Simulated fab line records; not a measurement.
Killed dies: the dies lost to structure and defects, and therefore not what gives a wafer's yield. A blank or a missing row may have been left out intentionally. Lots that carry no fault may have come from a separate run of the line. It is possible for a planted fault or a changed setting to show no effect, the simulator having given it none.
Code-filled problem report in 8D (eight disciplines) form :: flow rit-cmos :: the parts of the form that need people (team, actions taken, sign-off) are left out

1. WHAT WENT WRONG
ACTIVE_NITRIDE_THK at RIT_ACTIVE_THK_MEAS_04 reads a mean of 195.4 nm on 3 wafers of 1 lot; wafers without a fault read 149.8 nm with a standard deviation of 1.7. That puts it +27 standard deviations away from the usual mean.
Earliest sighting: wafer L274.1 on film-metro-02 at day 3 00:32. Wafers with a number at this step in the record: 39, from 13 lots. Rule for "out", or "out of limits": more than 4 standard deviations from the usual mean. The other wafers with a number count as sound.

2. WHAT THIS IS AND IS NOT
question: which readings at this step
is: ACTIVE_NITRIDE_THK
is not: -

question: which lots
is: L274
is not: L267, L268, L269, L270, L271, L272, L282, L285, L286, L287, L289, L290

question: which wafers of those lots
is: all that have a number
is not: -

question: read on which gauges
is: film-metro-02
is not: film-metro-01, film-metro-04

question: when
is: from day 3 00:32
is not: up to then (18 sound wafers); but 18 sound wafers of L282, L285, L286, L287, L289, L290 came after

3. THE SUSPECTS, EACH WITH WHAT RULES IT OUT
Counting: a tool at a process step up to the reading stays a suspect if it ran every lot that is out and no sound lot after the first of them.
- ruled out: the gauge at RIT_ACTIVE_THK_MEAS_04. All the wafers that are out were read on film-metro-02, but those of them that RIT_ACTIVE_CVD_03 has rows for are out there too, on other tools.
- lpcvd-01 at RIT_ACTIVE_CVD_03 (deposits Si3N4 from SiH2Cl2/NH3, target thk 150 nm, time 1500 s): ruled out as a lasting fault. After its first lot that is out, L274 (day 2 23:07), sound lots L289, L290 ran on it.
Left after counting: nothing in the record.

4. THE CAUSE (what the simulator had put in)
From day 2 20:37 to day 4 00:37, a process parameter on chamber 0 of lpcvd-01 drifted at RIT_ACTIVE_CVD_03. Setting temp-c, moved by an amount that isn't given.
Counting ruled it out, wrongly: the rule takes a fault to strike every lot that its tool runs from its start on, and this one did not.

5. SEQUENCE OF EFFECTS, ordered by route
Each row: a reading whose mean over the struck wafers that have a number lies more than 3 standard deviations from the usual. Scope: only readings with a usual standard deviation given in the record; hours: median across lots of the time from each lot's start at the first step in this table that gives one to its start at this step; sigmas: change in usual standard deviations.
hours: 0
step: RIT_ACTIVE_CVD_03
reading: spike-tc-centre-C
usual: 812.5 C
on struck wafers: 827.2
change: +14.7
sigmas: +15

hours: 0
step: RIT_ACTIVE_CVD_03
reading: spike-tc-load-C
usual: 837.6 C
on struck wafers: 849.6
change: +12.0
sigmas: +5.0

hours: 0
step: RIT_ACTIVE_CVD_03
reading: spike-tc-source-C
usual: 830.7 C
on struck wafers: 842.6
change: +11.9
sigmas: +5.2

hours: 0
step: RIT_ACTIVE_CVD_03
reading: susceptor-temp-C
usual: 809.9 C
on struck wafers: 825.0
change: +15.1
sigmas: +44

hours: 1
step: RIT_ACTIVE_THK_MEAS_04
reading: ACTIVE_NITRIDE_THK
usual: 149.8 nm
on struck wafers: 195.4
change: +45.6
sigmas: +27

hours: 3
step: RIT_ACTIVE_ETCH_13
reading: oes-product-au
usual: 0.818 a.u.
on struck wafers: 0.955
change: +0.137
sigmas: +14
The process steps in it:
- RIT_ACTIVE_CVD_03: deposits Si3N4 from SiH2Cl2/NH3, target thk 150 nm, time 1500 s.
- RIT_ACTIVE_ETCH_13: etches Si3N4 in SF6, stops on SiO2, time 210 s, target depth 210 nm.
At these later measuring or inspecting steps, every struck wafer for which the step has a row has a number for every such reading, and none has moved that far: RIT_PWELL_OVL_MEAS_06, RIT_GATE_THK_MEAS_07, RIT_GATE_OVL_MEAS_17.

6. HOW IT WOULD HAVE BEEN CAUGHT EARLIER
The first out-of-limits reading at a measuring or inspecting step in this record came at day 3 00:32, 4 hours after the fault's start at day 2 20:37.
At RIT_ACTIVE_CVD_03, the tool's own readings (spike-tc-centre-C, spike-tc-load-C, spike-tc-source-C, susceptor-temp-C) were out on each struck wafer the step has a row for, so an alarm limit on them would have fired on the first such wafer.
